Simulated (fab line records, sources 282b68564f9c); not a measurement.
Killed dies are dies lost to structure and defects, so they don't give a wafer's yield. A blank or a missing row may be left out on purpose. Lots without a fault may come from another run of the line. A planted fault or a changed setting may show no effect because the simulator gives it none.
fab line records | flow rit_cmos
record lots=7 wafers=21 last_day=6
route steps=202 shown REOX@99 NLDD@103 PLDD@114 SPACER@125 NSD@131
lots that met no fault: from a run of the same line without faults
start_h: hours from the record's first day to the start of the lot's first wafer shown | wait_h: hours since the lot's step before | " the same as in the row above | L1.1+2: a row that stands for several wafers | - no value, or no start given | * or withheld: withheld | < > ~ a bound
route shown NAME@n: a module of which the file shows steps, and the number in the route of the first | usual: mean/standard deviation of fault-free wafers | same: alike in all rows | chamber/n: place in a boat | sites: the reading at each site | _std_site: their standard deviation | _edge_site: outer sites' mean less inner sites' | radius_mm: how far each site lies from the wafer's centre | mask NAME#n: copy n | behind: the tool/chamber that last shaped the wafer | hold: why the lot was held/for how many hours/how that ended | device: the transistor (n, p or np) that didn't switch | end of line: the same wafers' tests at the end of the route | a step without rows: its recipe alone | killed: dies lost to structure and defects at the first sort, not the wafer's yield | map: a wafer's dies, x killed, . not, _ none there
set.NAME: the setting as run; set.NAME@STEP: as run at that earlier step | model.NAME: the simulator's own value behind a step, which no gauge read
lots at some steps of the route; a table a step, a row a wafer
services: from which hour (start_h, from the record's first day; less than 0 if before it) a tool's chamber was out of use, for how many hours, and why
## steps
# step RIT_REOX_CLEAN_01
# recipe chemistry=dHF dilution=50:1 time_s=30
# step RIT_REOX_CLEAN_02
# recipe chemistry=SC2 mix=3:3:50 time_s=600 temp_c=75 dry=n2_spin
# step RIT_REOX_OXIDATION_03
# recipe temp_c=900 ambient=O2 target_thk_a=252 ox_time_s=5580
# step RIT_REOX_THK_MEAS_04
# recipe reads=SiO2_of_REOX_OXIDATION_03
# usual REOX_OXIDE_THK=24.9/0.43
# columns lot.wafer tool chamber start_h wait_h REOX_OXIDE_THK[nm]
L541.1 film_metro-01 - 58.35 0.0 25.5
L541.2 " - " " 25.5
L541.3 " - " " 25.0
L542.2 film_metro-03 - 62.85 0.0 24.9
L542.4 " - " " 24.9
L542.5 " - " " 24.7
L543.1 film_metro-03 - 70.21 0.0 24.7
L543.2 " - " " 25.3
L543.6 " - " " 25.2
L544.1 film_metro-04 - 73.84 0.0 24.7
L544.2 " - " " 24.0
L544.5 " - " " 24.7
L549.2 film_metro-01 - 110.13 0.0 25.0
L549.3 " - " " 24.5
L549.4 " - " " 24.7
L550.2 film_metro-04 - 121.06 0.0 24.8
L550.4 " - " " 25.2
L550.5 " - " " 25.0
L551.1 film_metro-04 - 128.58 0.0 25.1
L551.2 " - " " 25.2
L551.3 " - " " 25.2
# step RIT_NLDD_HMDS_00
# recipe prime_time_s=60 prime_temp_c=140
# step RIT_NLDD_COAT_01
# recipe resist=NOVOLAK spin_rpm=3250 resist_thk_nm=1000
# step RIT_NLDD_SOFTBAKE_02
# recipe resist=NOVOLAK temp_c=90 time_s=60
# step RIT_NLDD_EXPOSE_03
# recipe mask_id=M7 na=0.57 target_cd_nm=40700 dose_mj=250
# step RIT_NLDD_PEB_04
# recipe resist=NOVOLAK temp_c=withheld time_s=withheld
# step RIT_NLDD_DEVELOP_05
# recipe resist=NOVOLAK develop_time_s=50 dev_temp_c=23
# step RIT_NLDD_OVL_MEAS_06
# usual NLDD_OVL=-0.2/1.6
# columns lot.wafer tool chamber start_h wait_h NLDD_OVL[nm]
L541.1 overlay-01 - 59.40 - 0.0
L541.2 " - " " -1.6
L541.3 " - " " -1.2
L542.2 overlay-01 - 63.88 - 0.6
L542.4 " - " " -0.7
L542.5 " - " " 1.0
L543.1 overlay-01 - 71.12 - -1.2
L543.2 " - " " -1.9
L543.6 " - " " -2.0
L544.1 overlay-02 - 74.87 - -0.4
L544.2 " - " " -1.7
L544.5 " - " " -2.4
L549.2 overlay-02 - 111.04 - -0.5
L549.3 " - " " -0.7
L549.4 " - " " -0.3
L550.2 overlay-01 - 121.96 - -2.9
L550.4 " - " " -1.8
L550.5 " - " " -2.4
L551.1 overlay-01 - 129.94 - 0.9
L551.2 " - " " 1.7
L551.3 " - " " 1.6
# step RIT_NLDD_HARDBAKE_07
# recipe resist=NOVOLAK temp_c=140 time_s=60
# step RIT_NLDD_IMPLANT_08
# recipe species=P energy_kev=20 dose_cm2=5e+14 tilt_deg=7
# usual beam_energy_keV=20.001/0.0055 implant_ion_amu=31/0
# columns lot.wafer tool chamber start_h wait_h beam_energy_keV implant_ion_amu model.implant.rp_nm model.implant.drp_nm
L541.1 implanter-01 0 59.58 0.1 20.003 31 26.73 12.97
L541.2 " 0 " " 20.002 31 26.73 12.97
L541.3 " 0 " " 19.999 31 26.73 12.97
L542.2 implanter-02 0 64.08 0.1 19.999 31 27.44 12.97
L542.4 " 0 " " 20.009 31 27.44 12.97
L542.5 " 0 " " 19.995 31 27.44 12.97
L543.1 implanter-01 0 71.31 0.1 19.989 31 27.73 12.97
L543.2 " 0 " " 19.999 31 27.73 12.97
L543.6 " 0 " " 19.997 31 27.73 12.97
L544.1 implanter-01 0 75.06 0.1 20.003 31 27.41 12.97
L544.2 " 0 " " 19.994 31 27.41 12.97
L544.5 " 0 " " 20.000 31 27.41 12.97
L549.2 implanter-02 0 111.24 0.1 20.001 11 66.12 28.34
L549.3 " 0 " " 20.001 11 66.12 28.34
L549.4 " 0 " " 20.004 11 66.12 28.34
L550.2 implanter-01 0 122.17 0.1 20.004 11 66.62 28.34
L550.4 " 0 " " 20.000 11 66.62 28.34
L550.5 " 0 " " 19.999 11 66.62 28.34
L551.1 implanter-01 0 130.13 0.1 19.996 11 66.03 28.34
L551.2 " 0 " " 19.992 11 66.03 28.34
L551.3 " 0 " " 19.995 11 66.03 28.34
# step RIT_NLDD_STRIP_09
# recipe chemistry=O2 time_s=180 resist=NOVOLAK platen_temp_c=withheld power_w=500 pressure_mtorr=4000 o2_flow_sccm=4000
# usual chamber_pressure_mTorr=4000/3.6 drypump_motor_current_A=5.9/0.58
# columns lot.wafer tool chamber start_h wait_h chamber_pressure_mTorr drypump_motor_current_A rf_hours_counter_h
L541.1 plasma_asher-02 1 59.73 0.1 4001 6.3 43
L541.2 " 0 " " 4003 6.6 43
L541.3 " 1 " " 3999 6.3 -
L542.2 plasma_asher-02 0 64.21 0.1 3999 6.6 43
L542.4 " 0 " " 4000 6.6 -
L542.5 " 1 " " 3989 6.3 -
L543.1 plasma_asher-04 0 71.46 0.1 4001 5.3 39
L543.2 " 1 " " 4003 5.1 39
L543.6 " 1 " " 4000 5.2 -
L544.1 plasma_asher-04 1 75.21 0.1 4001 5.2 40
L544.2 " 0 " " 4000 5.3 40
L544.5 " 0 " " 4002 5.3 -
L549.2 plasma_asher-02 1 111.37 0.1 3999 6.3 49
L549.3 " 1 " " 4001 6.3 -
L549.4 " 0 " " 3999 6.6 -
L550.2 plasma_asher-04 0 122.29 0.1 4003 5.3 44
L550.4 " 0 " " 4004 5.2 -
L550.5 " 0 " " 3994 5.2 -
L551.1 plasma_asher-04 1 130.28 0.1 3998 5.1 45
L551.2 " 0 " " 4004 5.2 45
L551.3 " 1 " " 4002 5.1 -
# step RIT_NLDD_TW_MEAS_10
# usual NLDD_TW=2476/14
# columns lot.wafer tool chamber start_h wait_h NLDD_TW
L541.1 film_metro-01 - 59.91 0.1 2499
L541.2 " - " " 2496
L541.3 " - " " 2483
L542.2 film_metro-01 - 64.39 0.1 2488
L542.4 " - " " 2490
L542.5 " - " " 2486
L543.1 film_metro-02 - 71.63 0.1 2470
L543.2 " - " " 2486
L543.6 " - " " 2484
L544.1 film_metro-01 - 75.38 0.1 2485
L544.2 " - " " 2490
L544.5 " - " " 2490
L549.2 film_metro-02 - 111.55 0.1 1323
L549.3 " - " " 1326
L549.4 " - " " 1328
L550.2 film_metro-04 - 122.48 0.1 1315
L550.4 " - " " 1316
L550.5 " - " " 1308
L551.1 film_metro-04 - 130.45 0.1 1312
L551.2 " - " " 1305
L551.3 " - " " 1306
# step RIT_PLDD_HMDS_00
# recipe prime_time_s=60 prime_temp_c=140
# step RIT_PLDD_COAT_01
# recipe resist=NOVOLAK spin_rpm=3189 resist_thk_nm=1000
# step RIT_PLDD_SOFTBAKE_02
# recipe resist=NOVOLAK temp_c=90 time_s=60
# step RIT_PLDD_EXPOSE_03
# recipe mask_id=M8 na=0.57 target_cd_nm=40900 dose_mj=250
# step RIT_PLDD_PEB_04
# recipe resist=NOVOLAK temp_c=withheld time_s=withheld
# step RIT_PLDD_DEVELOP_05
# recipe resist=NOVOLAK develop_time_s=50 dev_temp_c=23
# step RIT_PLDD_OVL_MEAS_06
# usual PLDD_OVL=-1.6/1.5
# columns lot.wafer tool chamber start_h wait_h PLDD_OVL[nm]
L541.1 overlay-02 - 60.94 - -2.1
L541.2 " - " " -3.1
L541.3 " - " " -3.2
L542.2 overlay-01 - 65.42 - 1.2
L542.4 " - " " 2.0
L542.5 " - " " 0.4
L543.1 overlay-02 - 72.54 - -2.9
L543.2 " - " " -3.5
L543.6 " - " " -3.5
L544.1 overlay-02 - 76.29 - -1.2
L544.2 " - " " -1.2
L544.5 " - " " 0.6
L549.2 overlay-02 - 112.46 - -2.8
L549.3 " - " " -3.7
L549.4 " - " " -3.6
L550.2 overlay-01 - 123.56 - -0.9
L550.4 " - " " -1.9
L550.5 " - " " -2.7
L551.1 overlay-02 - 131.49 - -1.7
L551.2 " - " " -0.7
L551.3 " - " " -0.9
# step RIT_PLDD_HARDBAKE_07
# recipe resist=NOVOLAK temp_c=140 time_s=60
# step RIT_PLDD_IMPLANT_08
# recipe species=BF2 energy_kev=20 dose_cm2=9e+14 tilt_deg=7
# step RIT_PLDD_STRIP_09
# recipe chemistry=O2 time_s=180 resist=NOVOLAK platen_temp_c=withheld power_w=500 pressure_mtorr=4000 o2_flow_sccm=4000
# usual chamber_pressure_mTorr=4000/3.9 drypump_motor_current_A=5.8/0.59
# columns lot.wafer tool chamber start_h wait_h chamber_pressure_mTorr drypump_motor_current_A rf_hours_counter_h
L541.1 plasma_asher-02 0 61.28 0.1 4004 6.6 43
L541.2 " 1 " " 4001 6.3 43
L541.3 " 0 " " 3996 6.6 -
L542.2 plasma_asher-02 1 65.75 0.1 3998 6.3 44
L542.4 " 0 " " 4005 6.6 -
L542.5 " 1 " " 4001 6.3 -
L543.1 plasma_asher-04 1 72.88 0.1 3990 5.1 39
L543.2 " 0 " " 3996 5.3 39
L543.6 " 1 " " 4001 5.2 -
L544.1 plasma_asher-04 0 76.63 0.1 4010 5.3 40
L544.2 " 1 " " 4002 5.1 40
L544.5 " 0 " " 4000 5.3 -
L549.2 plasma_asher-04 1 112.79 0.1 3994 5.2 43
L549.3 " 0 " " 4001 5.2 -
L549.4 " 1 " " 3995 5.2 -
L550.2 plasma_asher-03 1 123.89 0.1 4000 6.4 29
L550.4 " 0 " " 3996 6.0 -
L550.5 " 1 " " 4002 6.4 -
L551.1 plasma_asher-02 1 131.82 0.1 4005 6.3 50
L551.2 " 0 " " 4002 6.6 50
L551.3 " 1 " " 3995 6.3 -
# step RIT_PLDD_TW_MEAS_10
# usual PLDD_TW=2333/13
# columns lot.wafer tool chamber start_h wait_h PLDD_TW
L541.1 film_metro-02 - 61.45 0.1 2334
L541.2 " - " " 2340
L541.3 " - " " 2340
L542.2 film_metro-02 - 65.94 0.1 2333
L542.4 " - " " 2343
L542.5 " - " " 2336
L543.1 film_metro-02 - 73.05 0.1 2320
L543.2 " - " " 2331
L543.6 " - " " 2340
L544.1 film_metro-01 - 76.80 0.1 2338
L544.2 " - " " 2344
L544.5 " - " " 2345
L549.2 film_metro-01 - 112.97 0.1 2332
L549.3 " - " " 2339
L549.4 " - " " 2330
L550.2 film_metro-04 - 124.07 0.1 2307
L550.4 " - " " 2312
L550.5 " - " " 2314
L551.1 film_metro-02 - 132.00 0.1 2350
L551.2 " - " " 2354
L551.3 " - " " 2346
# step RIT_SPACER_CLEAN_00
# recipe chemistry=SC1 mix=3:3:50 time_s=600 temp_c=75
# step RIT_SPACER_CLEAN_01
# recipe chemistry=dHF dilution=50:1 time_s=30
# step RIT_SPACER_CLEAN_02
# recipe chemistry=SC2 mix=3:3:50 time_s=600 temp_c=75 dry=n2_spin
# step RIT_SPACER_CVD_03
# recipe material=Si3N4 target_thk_nm=250 temp_c=810 precursor=SiH2Cl2/NH3 time_s=3300 pressure_mtorr=308.2 sih2cl2_flow_sccm=60 nh3_flow_sccm=150
# step RIT_SPACER_THK_MEAS_04
# recipe reads=Si3N4_of_SPACER_CVD_03
# usual SPACER_NITRIDE_THK=251.2/2.7
# columns lot.wafer tool chamber start_h wait_h SPACER_NITRIDE_THK[nm]
L541.1 film_metro-02 - 63.81 0.0 257.0
L541.2 " - " " 257.6
L541.3 " - " " 255.6
L542.2 film_metro-03 - 68.30 0.0 252.0
L542.4 " - " " 251.9
L542.5 " - " " 251.3
L543.1 film_metro-04 - 75.41 0.0 252.4
L543.2 " - " " 250.4
L543.6 " - " " 251.4
L544.1 film_metro-02 - 79.15 0.0 248.4
L544.2 " - " " 247.8
L544.5 " - " " 248.9
L549.2 film_metro-02 - 115.32 0.0 251.7
L549.3 " - " " 254.6
L549.4 " - " " 253.8
L550.2 film_metro-04 - 126.59 0.0 250.0
L550.4 " - " " 255.3
L550.5 " - " " 253.1
L551.1 film_metro-03 - 134.34 0.0 247.0
L551.2 " - " " 247.3
L551.3 " - " " 245.5
# step RIT_SPACER_ETCHBACK_05
# recipe target_depth_a=2500 SF6_flow_sccm=30 CHF3_flow_sccm=30 target=Si3N4 chemistry=SF6/CHF3 pressure_mtorr=40 rf_w=250 time_s=240 stop_on=SiO2
# usual chamber_pressure_mTorr=40.00/0.037 drypump_motor_current_A=5.8/0.4 oes_product_au=0.842/0.013 throttle_valve_pct=10.26/0.11
# columns lot.wafer tool chamber start_h wait_h chamber_pressure_mTorr drypump_motor_current_A oes_product_au rf_hours_counter_h throttle_valve_pct
L541.1 rie_diel-04 2 63.87 0.1 39.98 5.6 0.872 30 10.35
L541.2 " 0 " " 40.03 5.8 0.854 55 10.37
L541.3 " 3 " " 40.03 5.6 0.833 8 10.36
L542.2 rie_diel-02 1 68.35 0.0 40.02 6.5 0.843 1 10.08
L542.4 " 1 " " 40.00 6.4 0.834 - 10.09
L542.5 " 3 " " 40.01 5.3 0.834 - 10.11
L543.1 rie_diel-02 0 75.47 0.1 39.95 5.9 0.848 7 10.42
L543.2 " 3 " " 40.07 5.3 0.828 14 10.11
L543.6 " 0 " " 40.02 5.9 0.849 - 10.40
L544.1 rie_diel-04 1 79.21 0.1 40.00 5.0 0.857 20 10.38
L544.2 " 2 " " 40.01 5.5 0.839 30 10.36
L544.5 " 1 " " 40.04 5.0 0.861 - 10.38
L549.2 rie_diel-03 0 115.37 0.0 40.03 6.2 0.853 110 10.27
L549.3 " 1 " " 40.02 5.7 0.848 125 10.22
L549.4 " 3 " " 40.03 6.0 0.846 109 10.18
L550.2 rie_diel-03 0 126.64 0.0 39.97 6.2 0.852 111 10.26
L550.4 " 3 " " 40.00 6.0 0.854 110 10.21
L550.5 " 3 " " 39.95 6.0 0.842 - 10.17
L551.1 rie_diel-03 2 134.40 0.1 40.04 6.3 0.814 1 10.28
L551.2 " 0 " " 39.97 6.1 0.851 111 10.25
L551.3 " 3 " " 40.00 6.0 0.830 110 10.17
# step RIT_NSD_HMDS_00
# recipe prime_time_s=60 prime_temp_c=140
# step RIT_NSD_COAT_01
# recipe resist=NOVOLAK spin_rpm=3250 resist_thk_nm=1000
# step RIT_NSD_SOFTBAKE_02
# recipe resist=NOVOLAK temp_c=90 time_s=60
# step RIT_NSD_EXPOSE_03
# recipe mask_id=M9 na=0.57 target_cd_nm=40700 dose_mj=250
# step RIT_NSD_PEB_04
# recipe resist=NOVOLAK temp_c=withheld time_s=withheld
# step RIT_NSD_DEVELOP_05
# recipe resist=NOVOLAK develop_time_s=50 dev_temp_c=23
# step RIT_NSD_OVL_MEAS_06
# usual NSD_OVL=-1.0/1.3
# columns lot.wafer tool chamber start_h wait_h NSD_OVL[nm]
L541.1 overlay-02 - 64.87 - -1.2
L541.2 " - " " -0.7
L541.3 " - " " -0.6
L542.2 overlay-01 - 69.54 - 0.4
L542.4 " - " " 0.5
L542.5 " - " " -0.1
L543.1 overlay-01 - 76.47 - 1.2
L543.2 " - " " 1.2
L543.6 " - " " 1.5
L544.1 overlay-01 - 80.33 - -2.3
L544.2 " - " " -2.1
L544.5 " - " " -1.0
L549.2 overlay-01 - 116.37 - -1.3
L549.3 " - " " 0.3
L549.4 " - " " -0.5
L550.2 overlay-01 - 127.77 - -0.4
L550.4 " - " " 0.6
L550.5 " - " " -0.9
L551.1 overlay-02 - 135.52 - -0.7
L551.2 " - " " -1.0
L551.3 " - " " 0.1
# step RIT_NSD_HARDBAKE_07
# recipe resist=NOVOLAK temp_c=140 time_s=60
# step RIT_NSD_IMPLANT_08
# recipe species=P energy_kev=25 dose_cm2=1e+15 tilt_deg=7
# step RIT_NSD_STRIP_09
# recipe chemistry=O2 time_s=180 resist=NOVOLAK platen_temp_c=withheld power_w=500 pressure_mtorr=4000 o2_flow_sccm=4000
# usual chamber_pressure_mTorr=4000/3.7 drypump_motor_current_A=5.7/0.43
# columns lot.wafer tool chamber start_h wait_h chamber_pressure_mTorr drypump_motor_current_A rf_hours_counter_h
L541.1 plasma_asher-01 1 65.21 0.1 3998 5.5 44
L541.2 " 0 " " 4007 5.8 44
L541.3 " 0 " " 3999 5.8 -
L542.2 plasma_asher-04 1 69.87 0.1 4007 5.2 39
L542.4 " 0 " " 3998 5.3 -
L542.5 " 1 " " 3999 5.2 -
L543.1 plasma_asher-01 1 76.81 0.1 4005 5.5 46
L543.2 " 0 " " 3998 5.8 46
L543.6 " 1 " " 4002 5.5 -
L544.1 plasma_asher-04 1 80.70 0.1 4001 5.2 40
L544.2 " 0 " " 4003 5.3 40
L544.5 " 0 " " 3999 5.3 -
L549.2 plasma_asher-03 1 116.70 0.1 4007 6.4 29
L549.3 " 1 " " 4005 6.4 -
L549.4 " 0 " " 4006 6.1 -
L550.2 plasma_asher-04 0 128.10 0.1 3999 5.3 44
L550.4 " 1 " " 4003 5.1 -
L550.5 " 1 " " 4001 5.2 -
L551.1 plasma_asher-01 1 135.86 0.1 3998 5.5 2
L551.2 " 0 " " 4001 5.8 2
L551.3 " 0 " " 4002 5.8 -
# step RIT_SDANNEAL_RS_MEAS_07
# recipe thk_meas_gauge=four-point-probe
# usual NLDD_RS=151.7/0.69
# columns lot.wafer tool chamber start_h wait_h NLDD_RS[ohm/sq]
L541.1 film_metro-04 - 67.68 0.1 150.6
L541.2 " - " " 151.0
L541.3 " - " " 150.6
L542.2 film_metro-04 - 72.40 0.1 150.6
L542.4 " - " " 150.5
L542.5 " - " " 151.2
L543.1 film_metro-04 - 79.25 0.1 151.8
L543.2 " - " " 151.8
L543.6 " - " " 152.3
L544.1 film_metro-02 - 83.14 0.1 151.8
L544.2 " - " " 152.2
L544.5 " - " " 151.7
L549.2 film_metro-04 - 119.30 0.1 81.5
L549.3 " - " " 81.4
L549.4 " - " " 81.5
L550.2 film_metro-01 - 130.92 0.1 81.7
L550.4 " - " " 81.6
L550.5 " - " " 81.7
L551.1 film_metro-01 - 139.35 0.1 82.0
L551.2 " - " " 82.1
L551.3 " - " " 82.1
## services
# columns tool chamber start_h hours kind
plasma_asher-02 - 39.68 0.8 repair
plasma_asher-03 - 42.53 45.4 repair
rie_diel-03 2 51.93 - clean
rie_diel-03 2 51.93 17.4 scheduled_down
rie_diel-03 2 51.93 17.4 vent_cycle
rie_diel-02 - 53.37 0.7 repair
rie_diel-02 - 60.12 2.8 pm
rie_diel-02 2 66.32 9.4 repair
implanter-02 - 79.35 15.3 pm
rie_diel-03 2 81.55 8.1 repair
rie_diel-04 - 90.44 2.9 repair
rie_diel-03 1 104.77 2.6 repair
plasma_asher-01 - 108.75 9.0 pm
plasma_asher-01 0 108.75 9.0 vent_cycle
plasma_asher-01 1 108.75 9.0 vent_cycle
plasma_asher-02 - 111.76 0.5 repair
implanter-01 - 114.23 5.9 pm
plasma_asher-01 0 117.75 - clean
plasma_asher-01 1 117.75 - clean
rie_diel-02 - 124.78 0.1 repair
plasma_asher-02 - 127.91 2.8 pm
rie_diel-03 1 134.34 5.9 repair
## key
first_sign step=RIT_NLDD_IMPLANT_08 reading=implant_ion_amu direction=down sigmas=99+ usual=31 struck=11
effect step=RIT_NLDD_TW_MEAS_10 reading=NLDD_TW direction=down sigmas=80 usual=2476 struck=1316
effect step=RIT_SDANNEAL_RS_MEAS_07 reading=NLDD_RS direction=down sigmas=99+ usual=151.7 struck=81.7
model_effect step=RIT_NLDD_IMPLANT_08 value=implant.rp_nm without=28 struck=66.25
met_at RIT_NLDD_IMPLANT_08
struck_wafers L549.2,L549.3,L549.4,L550.2,L550.4,L550.5,L551.1,L551.2,L551.3
sort_left_out L549.2,L549.3,L549.4,L550.2,L550.4,L550.5,L551.1,L551.2,L551.3
tester_left_out L549,L550,L551
onset_between 75.06 111.24
fault kind=wrong_recipe_download tool=implanter-01,implanter-02,implanter-04 chamber=- onset_h=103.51 steps=RIT_NLDD_IMPLANT_08 wrong_recipe.not_listed=1
# tester_left_out: of these lots the tester's yield and bins aren't shown, on N5 and GAA mostly nor the transistor test; their killed dies are dies lost to structure and defects alone, not to doping, threshold or leakage, so they don't give the yield
# sort_left_out: the simulated sort isn't trusted on such a fault, so these wafers' sort isn't shown, and their yield isn't known
